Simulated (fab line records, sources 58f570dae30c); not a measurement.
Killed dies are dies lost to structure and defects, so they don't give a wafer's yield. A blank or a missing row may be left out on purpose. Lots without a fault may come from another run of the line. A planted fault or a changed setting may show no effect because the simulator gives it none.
fab line records | flow berkeley_cmos170
record lots=14 wafers=42 last_day=13
route steps=331 shown PWELL@37 GATE@142 PLDD@153 M2@274
lots that met no fault: from a run of the same line without faults
start_h: hours from the record's first day to the start of the lot's first wafer shown | wait_h: hours since the lot's step before | " the same as in the row above | L1.1+2: a row that stands for several wafers | - no value, or no start given | * or withheld: withheld | < > ~ a bound
route shown NAME@n: a module of which the file shows steps, and the number in the route of the first | usual: mean/standard deviation of fault-free wafers | same: alike in all rows | chamber/n: place in a boat | sites: the reading at each site | _std_site: their standard deviation | _edge_site: outer sites' mean less inner sites' | radius_mm: how far each site lies from the wafer's centre | mask NAME#n: copy n | behind: the tool/chamber that last shaped the wafer | hold: why the lot was held/for how many hours/how that ended | device: the transistor (n, p or np) that didn't switch | end of line: the same wafers' tests at the end of the route | a step without rows: its recipe alone | killed: dies lost to structure and defects at the first sort, not the wafer's yield | map: a wafer's dies, x killed, . not, _ none there
set.NAME: the setting as run; set.NAME@STEP: as run at that earlier step | model.NAME: the simulator's own value behind a step, which no gauge read
steps of the route over a sample of lots; a table a step, a row a wafer
services: from which hour (start_h, from the record's first day; less than 0 if before it) a tool's chamber was out of use, for how many hours, and why
## steps
# step UCB170_PWELL_THK_MEAS_03
# recipe reads=SiO2_of_PWELL_OXIDATION_02
# usual PWELL_OXIDE_THK=26.0/0.5
# columns lot.wafer tool chamber start_h wait_h PWELL_OXIDE_THK[nm]
L964.2 film_metro-03 - 40.09 0.1 25.4
L964.5 " - " " 25.7
L964.6 " - " " 25.7
L966.1 film_metro-03 - 57.68 0.0 25.4
L966.2 " - " " 25.4
L966.6 " - " " 25.5
L965.1 film_metro-03 - 57.74 0.1 25.7
L965.3 " - " " 25.8
L965.4 " - " " 25.3
L967.3 film_metro-03 - 57.82 0.2 25.6
L967.5 " - " " 25.8
L967.6 " - " " 25.9
L968.3 film_metro-04 - 64.84 0.0 25.4
L968.5 " - " " 25.9
L968.6 " - " " 25.5
L969.1 film_metro-04 - 79.00 0.0 25.8
L969.2 " - " " 26.0
L969.6 " - " " 26.4
L971.2 film_metro-04 - 85.09 0.1 25.8
L971.5 " - " " 25.7
L971.6 " - " " 26.2
L972.1 film_metro-03 - 92.14 0.0 26.3
L972.3 " - " " 26.3
L972.6 " - " " 26.3
L974.2 film_metro-03 - 98.97 0.0 25.1
L974.3 " - " " 25.5
L974.4 " - " " 25.4
L975.2 film_metro-03 - 110.36 0.0 26.0
L975.4 " - " " 26.5
L975.5 " - " " 26.2
L976.2 film_metro-04 - 110.36 0.0 26.8
L976.5 " - " " 26.5
L976.6 " - " " 26.5
L979.1 film_metro-04 - 126.89 0.0 26.7
L979.3 " - " " 26.6
L979.5 " - " " 26.2
L981.1 film_metro-04 - 136.83 0.0 26.8
L981.2 " - " " 26.2
L981.4 " - " " 26.8
L986.1 film_metro-04 - 162.36 0.0 26.2
L986.4 " - " " 26.3
L986.6 " - " " 26.4
# step UCB170_GATE_STRIP_16
# recipe chemistry=O2 power_w=400 pressure_mtorr=3500 platen_temp_c=withheld o2_flow_sccm=400 overash_fraction=0.5
# usual drypump_motor_current_A=6.2/0.33 oes_product_au=0.723/0.0049
# columns lot.wafer tool chamber start_h wait_h drypump_motor_current_A oes_product_au rf_hours_counter_h
L964.2 plasma_asher-03 1 156.55 0.0 5.8 0.725 4
L964.5 " 0 " " 6.4 0.729 -
L964.6 " 1 " " 5.7 0.726 -
L965.1 plasma_asher-02 1 171.07 0.0 6.6 0.715 40
L965.3 " 1 " " 6.6 0.718 -
L965.4 " 0 " " 6.4 0.721 -
L966.1 plasma_asher-03 0 171.15 0.0 6.4 0.730 5
L966.2 " 1 " " 5.8 0.718 5
L966.6 " 1 " " 5.7 0.723 -
L968.3 plasma_asher-02 1 171.35 0.1 6.6 0.721 -
L968.5 " 0 " " 6.4 0.721 -
L968.6 " 1 " " 6.5 0.723 -
L967.3 plasma_asher-03 0 171.57 0.1 6.4 0.717 -
L967.5 " 1 " " 5.8 0.724 -
L967.6 " 0 " " 6.4 0.720 -
L969.1 plasma_asher-03 1 183.59 0.0 5.8 0.724 6
L969.2 " 0 " " 6.4 0.723 6
L969.6 " 1 " " 5.8 0.725 -
L971.2 plasma_asher-04 0 195.99 0.0 5.7 0.724 45
L971.5 " 0 " " 5.7 0.729 -
L971.6 " 1 " " 6.0 0.729 -
L972.1 plasma_asher-02 0 196.23 0.0 6.4 0.725 43
L972.3 " 1 " " 6.5 0.728 -
L972.6 " 0 " " 6.4 0.709 -
L974.2 plasma_asher-03 0 204.02 0.0 6.4 0.726 8
L974.3 " 0 " " 6.4 0.728 -
L974.4 " 1 " " 5.7 0.722 -
L975.2 plasma_asher-03 1 211.69 0.0 5.8 0.724 9
L975.4 " 0 " " 6.4 0.725 -
L975.5 " 0 " " 6.4 0.733 -
L976.2 plasma_asher-02 0 211.83 0.0 6.4 0.723 45
L976.5 " 0 " " 6.4 0.728 -
L976.6 " 1 " " 6.6 0.724 -
L979.1 plasma_asher-02 0 225.61 0.0 6.4 0.729 47
L979.3 " 0 " " 6.4 0.724 -
L979.5 " 0 " " 6.4 0.730 -
L981.1 plasma_asher-04 1 233.27 0.0 6.0 0.723 50
L981.2 " 0 " " 5.7 0.723 50
L981.4 " 1 " " 6.0 0.719 -
L986.1 plasma_asher-03 0 263.58 0.0 6.4 0.723 15
L986.4 " 1 " " 5.8 0.728 -
L986.6 " 0 " " 6.4 0.724 -
# step UCB170_PLDD_IMPLANT_08
# recipe species=BF2 dose_cm2=5e+13 energy_kev=10 tilt_deg=7 rotation_deg=0
# columns lot.wafer tool chamber start_h wait_h
L964.2+5+6 implanter-02 0 158.64 0.0
L965.1+3+4 implanter-02 0 173.43 0.0
L968.3+5+6 implanter-04 0 173.60 0.1
L966.1+2+6 implanter-01 0 173.71 0.0
L967.3+5+6 implanter-02 0 174.03 0.1
L969.1+2+6 implanter-02 0 185.30 0.0
L971.2+5+6 implanter-04 0 198.43 0.0
L972.1+3+6 implanter-02 0 198.63 0.0
L974.2+3+4 implanter-04 0 205.85 0.0
L975.2+4+5 implanter-02 0 213.90 0.0
L976.2+5+6 implanter-01 0 213.93 0.0
L979.1+3+5 implanter-02 0 228.20 0.0
L981.1+2+4 implanter-02 0 235.06 0.0
L986.1+4+6 implanter-04 0 267.23 0.0
# step UCB170_SDANNEAL_RS_MEAS_04
# recipe thk_meas_gauge=four-point-probe
# usual PLDD_RS=1031.9/2.4
# columns lot.wafer tool chamber start_h wait_h PLDD_RS[ohm/sq]
L964.2 film_metro-04 - 174.40 0.1 1031.9
L964.5 " - " " 1031.3
L964.6 " - " " 1029.9
L965.1 film_metro-04 - 186.64 0.1 1030.8
L965.3 " - " " 1029.4
L965.4 " - " " 1031.1
L966.1 film_metro-04 - 187.40 0.1 1033.4
L966.2 " - " " 1034.5
L966.6 " - " " 1032.8
L968.3 film_metro-03 - 187.83 0.1 1034.8
L968.5 " - " " 1033.8
L968.6 " - " " 1034.1
L967.3 film_metro-02 - 188.27 0.1 1035.0
L967.5 " - " " 1033.2
L967.6 " - " " 1032.6
L969.1 film_metro-03 - 201.15 0.1 1028.5
L969.2 " - " " 1029.7
L969.6 " - " " 1029.7
L971.2 film_metro-04 - 213.14 0.1 1031.3
L971.5 " - " " 1034.0
L971.6 " - " " 1030.6
L972.1 film_metro-03 - 213.18 0.1 1033.0
L972.3 " - " " 1033.1
L972.6 " - " " 1030.9
L974.2 film_metro-04 - 221.30 0.1 1031.9
L974.3 " - " " 1032.6
L974.4 " - " " 1034.5
L976.2 film_metro-02 - 231.34 0.1 1032.5
L976.5 " - " " 1035.1
L976.6 " - " " 1030.8
L975.2 film_metro-03 - 231.51 0.1 1027.9
L975.4 " - " " 1026.9
L975.5 " - " " 1033.9
L979.1 film_metro-02 - 243.69 0.1 1061.4
L979.3 " - " " 1061.3
L979.5 " - " " 1061.4
L981.1 film_metro-04 - 249.79 0.1 1065.5
L981.2 " - " " 1064.5
L981.4 " - " " 1064.0
L986.1 film_metro-03 - 280.78 0.1 1036.0
L986.4 " - " " 1031.7
L986.6 " - " " 1033.5
# step UCB170_M2_THK_MEAS_03
# recipe thk_meas_gauge=xrf reads=Al_of_M2_SPUTTER_01
# usual M2_AL_THK=880/13
# columns lot.wafer tool chamber start_h wait_h M2_AL_THK[nm]
L964.2 film_metro-01 - 185.30 0.1 867
L964.5 " - " " 886
L964.6 " - " " 881
L965.1 film_metro-03 - 203.66 0.1 863
L965.3 " - " " 872
L965.4 " - " " 879
L968.3 film_metro-01 - 204.81 0.1 908
L968.5 " - " " 877
L968.6 " - " " 895
L966.1 film_metro-04 - 205.03 0.1 875
L966.2 " - " " 868
L966.6 " - " " 868
L967.3 film_metro-03 - 205.29 0.1 872
L967.5 " - " " 876
L967.6 " - " " 876
L969.1 film_metro-01 - 214.30 0.1 882
L969.2 " - " " 881
L969.6 " - " " 888
L971.2 film_metro-04 - 225.65 0.1 863
L971.5 " - " " 868
L971.6 " - " " 864
L972.1 film_metro-04 - 229.08 0.1 886
L972.3 " - " " 886
L972.6 " - " " 885
L974.2 film_metro-03 - 238.32 0.1 858
L974.3 " - " " 848
L974.4 " - " " 876
L976.2 film_metro-03 - 242.88 0.1 892
L976.5 " - " " 886
L976.6 " - " " 880
L975.2 film_metro-01 - 244.12 0.1 898
L975.4 " - " " 892
L975.5 " - " " 896
L979.1 film_metro-03 - 258.61 0.1 878
L979.3 " - " " 894
L979.5 " - " " 885
L981.1 film_metro-01 - 261.16 0.1 877
L981.2 " - " " 865
L981.4 " - " " 866
L986.1 film_metro-04 - 294.45 0.1 877
L986.4 " - " " 899
L986.6 " - " " 895
## services
# columns tool chamber start_h hours kind
plasma_asher-02 - 162.91 2.0 repair
plasma_asher-04 - 169.08 2.8 pm
plasma_asher-03 - 172.13 2.8 pm
implanter-04 - 177.65 3.9 repair
implanter-01 - 226.04 2.4 pm
implanter-01 - 249.75 26.2 repair
## key
first_sign step=UCB170_SDANNEAL_RS_MEAS_04 reading=PLDD_RS direction=up sigmas=13 usual=1031.9 struck=1063.0
effect none on later readings
met_at UCB170_PLDD_IMPLANT_08
struck_lots L979,L981
tester_left_out L979,L981
not_acting_at UCB170_PWELL_THK_MEAS_03,UCB170_GATE_STRIP_16,UCB170_M2_THK_MEAS_03
onset_between 213.90 228.20
fault kind=process_parameter_drift tool=implanter-02 chamber=- onset_h=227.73 steps=UCB170_PLDD_IMPLANT_08 channel=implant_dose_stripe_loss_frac offset=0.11 shape=step end_h=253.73
# tester_left_out: of these lots the tester's yield and bins aren't shown, on N5 and GAA mostly nor the transistor test; their killed dies are dies lost to structure and defects alone, not to doping, threshold or leakage, so they don't give the yield
